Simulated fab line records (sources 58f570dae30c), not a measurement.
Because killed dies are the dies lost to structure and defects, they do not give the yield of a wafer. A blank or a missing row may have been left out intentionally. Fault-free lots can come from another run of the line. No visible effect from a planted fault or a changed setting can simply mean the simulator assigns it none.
Which of the tools did it? / flow berkeleyCmos170 / 14 lots with 42 wafers sampled at 3 steps, on a route of 331 steps

WHAT THE GAUGES SHOWED, per wafer
UCB170_V1_THK_MEAS_04. Usual: V1_POLISHED_THK typically reads 999.9 nm, with standard deviation 1.1.
lot=L376; measured=day 8 14:56; on=filmMetro-03; V1_POLISHED_THK (nm)=999.8 1000.5 1000.1; flag=
lot=L377; measured=day 8 17:37; on=filmMetro-02; V1_POLISHED_THK (nm)=997.4 998.8 998.0; flag=
lot=L378; measured=day 8 20:32; on=filmMetro-04; V1_POLISHED_THK (nm)=999.7 997.5 999.0; flag=
lot=L384; measured=day 10 14:23; on=filmMetro-03; V1_POLISHED_THK (nm)=1001.0 1000.8 1001.2; flag=
lot=L391; measured=day 12 01:24; on=filmMetro-04; V1_POLISHED_THK (nm)=1000.4 999.8 999.5; flag=
lot=L390; measured=day 12 04:57; on=filmMetro-02; V1_POLISHED_THK (nm)=1000.0 1000.0 999.2; flag=
lot=L395; measured=day 12 20:19; on=filmMetro-04; V1_POLISHED_THK (nm)=1001.1 1000.8 999.3; flag=
lot=L392; measured=day 12 22:44; on=filmMetro-02; V1_POLISHED_THK (nm)=997.8 998.8 1000.0; flag=
lot=L393; measured=day 13 00:04; on=filmMetro-02; V1_POLISHED_THK (nm)=998.4 1000.4 999.2; flag=
lot=L397; measured=day 13 00:40; on=filmMetro-02; V1_POLISHED_THK (nm)=999.3 1000.5 999.3; flag=
lot=L399; measured=day 13 09:21; on=filmMetro-04; V1_POLISHED_THK (nm)=999.8 998.4 999.9; flag=
lot=L398; measured=day 13 13:11; on=filmMetro-03; V1_POLISHED_THK (nm)=1001.1 999.2 1000.4; flag=

TOOL THAT RAN EACH LOT (tool first, then ch and the chambers of the sampled wafers, then the start)
lot=L376; UCB170_CONTACT_STRIP_19=plasmaAsher-04 ch 0,1, day 8 09:56; UCB170_M1_DEVELOP_08=lithoTrack-02 ch 0, day 8 12:00
lot=L377; UCB170_CONTACT_STRIP_19=plasmaAsher-02 ch 1, day 8 12:05; UCB170_M1_DEVELOP_08=lithoTrack-03 ch 0, day 8 13:00
lot=L378; UCB170_CONTACT_STRIP_19=plasmaAsher-04 ch 0,1, day 8 16:19; UCB170_M1_DEVELOP_08=lithoTrack-01 ch 0, day 8 17:00
lot=L383; UCB170_CONTACT_STRIP_19=plasmaAsher-02 ch 1, day 9 15:50; UCB170_M1_DEVELOP_08=lithoTrack-03, day 9 17:00
lot=L380; UCB170_CONTACT_STRIP_19=plasmaAsher-04 ch 0,1, day 9 15:59; UCB170_M1_DEVELOP_08=lithoTrack-01, day 9 17:00
lot=L384; UCB170_CONTACT_STRIP_19=plasmaAsher-02 ch 0,1, day 10 10:03; UCB170_M1_DEVELOP_08=lithoTrack-03 ch 0, day 10 11:00
lot=L391; UCB170_CONTACT_STRIP_19=plasmaAsher-02 ch 0,1, day 11 19:26; UCB170_M1_DEVELOP_08=lithoTrack-03 ch 0, day 11 22:00
lot=L390; UCB170_CONTACT_STRIP_19=plasmaAsher-04 ch 0,1, day 12 00:46; UCB170_M1_DEVELOP_08=lithoTrack-02 ch 0, day 12 02:00
lot=L395; UCB170_CONTACT_STRIP_19=plasmaAsher-03 ch 0,1, day 12 15:41; UCB170_M1_DEVELOP_08=lithoTrack-01 ch 0, day 12 17:00
lot=L392; UCB170_CONTACT_STRIP_19=plasmaAsher-02 ch 0,1, day 12 18:19; UCB170_M1_DEVELOP_08=lithoTrack-02 ch 0, day 12 20:00
lot=L393; UCB170_CONTACT_STRIP_19=plasmaAsher-04 ch 0,1, day 12 18:26; UCB170_M1_DEVELOP_08=lithoTrack-03 ch 0, day 12 20:00
lot=L397; UCB170_CONTACT_STRIP_19=plasmaAsher-02 ch 0,1, day 12 19:10; UCB170_M1_DEVELOP_08=lithoTrack-03 ch 0, day 12 21:00
lot=L399; UCB170_CONTACT_STRIP_19=plasmaAsher-04 ch 1, day 13 03:21; UCB170_M1_DEVELOP_08=lithoTrack-01 ch 0, day 13 06:00
lot=L398; UCB170_CONTACT_STRIP_19=plasmaAsher-04 ch 0,1, day 13 06:52; UCB170_M1_DEVELOP_08=lithoTrack-01 ch 0, day 13 10:00
- UCB170_CONTACT_STRIP_19: strips in O2.
- UCB170_M1_DEVELOP_08: develop time 45 s.

AS READ BY THE TOOLS THEMSELVES (means over the sampled wafers that have a number; for cases with no such wafer, the mark the record gives instead)
UCB170_CONTACT_STRIP_19. Usual: drypumpMotorCurrentA 5.7 A, standard deviation 0.52; oesProductAu 0.724 a.u., standard deviation 0.0044.
lot=L376; tool=plasmaAsher-04; drypumpMotorCurrentA (A)=5.5; oesProductAu (a.u.)=0.723; flag=
lot=L377; tool=plasmaAsher-02; drypumpMotorCurrentA (A)=6.4; oesProductAu (a.u.)=0.724; flag=
lot=L378; tool=plasmaAsher-04; drypumpMotorCurrentA (A)=5.5; oesProductAu (a.u.)=0.723; flag=
lot=L383; tool=plasmaAsher-02; drypumpMotorCurrentA (A)=6.4; oesProductAu (a.u.)=0.725; flag=
lot=L380; tool=plasmaAsher-04; drypumpMotorCurrentA (A)=5.6; oesProductAu (a.u.)=0.725; flag=
lot=L384; tool=plasmaAsher-02; drypumpMotorCurrentA (A)=5.5; oesProductAu (a.u.)=0.725; flag=
lot=L391; tool=plasmaAsher-02; drypumpMotorCurrentA (A)=5.5; oesProductAu (a.u.)=0.725; flag=
lot=L390; tool=plasmaAsher-04; drypumpMotorCurrentA (A)=5.5; oesProductAu (a.u.)=0.727; flag=
lot=L395; tool=plasmaAsher-03; drypumpMotorCurrentA (A)=6.0; oesProductAu (a.u.)=0.731; flag=
lot=L392; tool=plasmaAsher-02; drypumpMotorCurrentA (A)=6.0; oesProductAu (a.u.)=0.726; flag=
lot=L393; tool=plasmaAsher-04; drypumpMotorCurrentA (A)=5.6; oesProductAu (a.u.)=0.728; flag=
lot=L397; tool=plasmaAsher-02; drypumpMotorCurrentA (A)=5.5; oesProductAu (a.u.)=0.726; flag=
lot=L399; tool=plasmaAsher-04; drypumpMotorCurrentA (A)=5.5; oesProductAu (a.u.)=0.724; flag=
lot=L398; tool=plasmaAsher-04; drypumpMotorCurrentA (A)=5.6; oesProductAu (a.u.)=0.722; flag=

UCB170_M1_DEVELOP_08. Usual: chillPlateTempC at 23.01 C, with a standard deviation of 0.1.
lot=L376; tool=lithoTrack-02; chillPlateTempC (C)=22.97; flag=
lot=L377; tool=lithoTrack-03; chillPlateTempC (C)=23.10; flag=
lot=L378; tool=lithoTrack-01; chillPlateTempC (C)=23.00; flag=
lot=L383; tool=lithoTrack-03; chillPlateTempC (C)=-; flag=OFF
lot=L380; tool=lithoTrack-01; chillPlateTempC (C)=-; flag=OFF
lot=L384; tool=lithoTrack-03; chillPlateTempC (C)=22.99; flag=
lot=L391; tool=lithoTrack-03; chillPlateTempC (C)=23.00; flag=
lot=L390; tool=lithoTrack-02; chillPlateTempC (C)=23.00; flag=
lot=L395; tool=lithoTrack-01; chillPlateTempC (C)=22.83; flag=
lot=L392; tool=lithoTrack-02; chillPlateTempC (C)=23.15; flag=
lot=L393; tool=lithoTrack-03; chillPlateTempC (C)=23.09; flag=
lot=L397; tool=lithoTrack-03; chillPlateTempC (C)=23.06; flag=
lot=L399; tool=lithoTrack-01; chillPlateTempC (C)=22.97; flag=
lot=L398; tool=lithoTrack-01; chillPlateTempC (C)=22.87; flag=

THE ANSWER, worked out from the rows above alone
Rule: lot off if the mean of its wafers having a number is beyond 3 standard deviations from the usual mean. Also off: a lot with no number at a reading for which 4 or more lots have one. The other lots that the step has rows for count as sound. First the gauges in route order, then the tools' own readings, where a lot's mean is used as printed above. At the first step where some lot is off, the reading lying furthest off is the one used; lots without a number count as furthest.
Off: L383, L380 (UCB170_M1_DEVELOP_08, chillPlateTempC). Without a number there: L383, L380.
If a tool, at that step or one of the process steps before it, ran each lot that is off and ran no sound lot following the first of them, it fits. No candidate that was tried fits.

WHAT THE SIMULATOR HAD INSERTED
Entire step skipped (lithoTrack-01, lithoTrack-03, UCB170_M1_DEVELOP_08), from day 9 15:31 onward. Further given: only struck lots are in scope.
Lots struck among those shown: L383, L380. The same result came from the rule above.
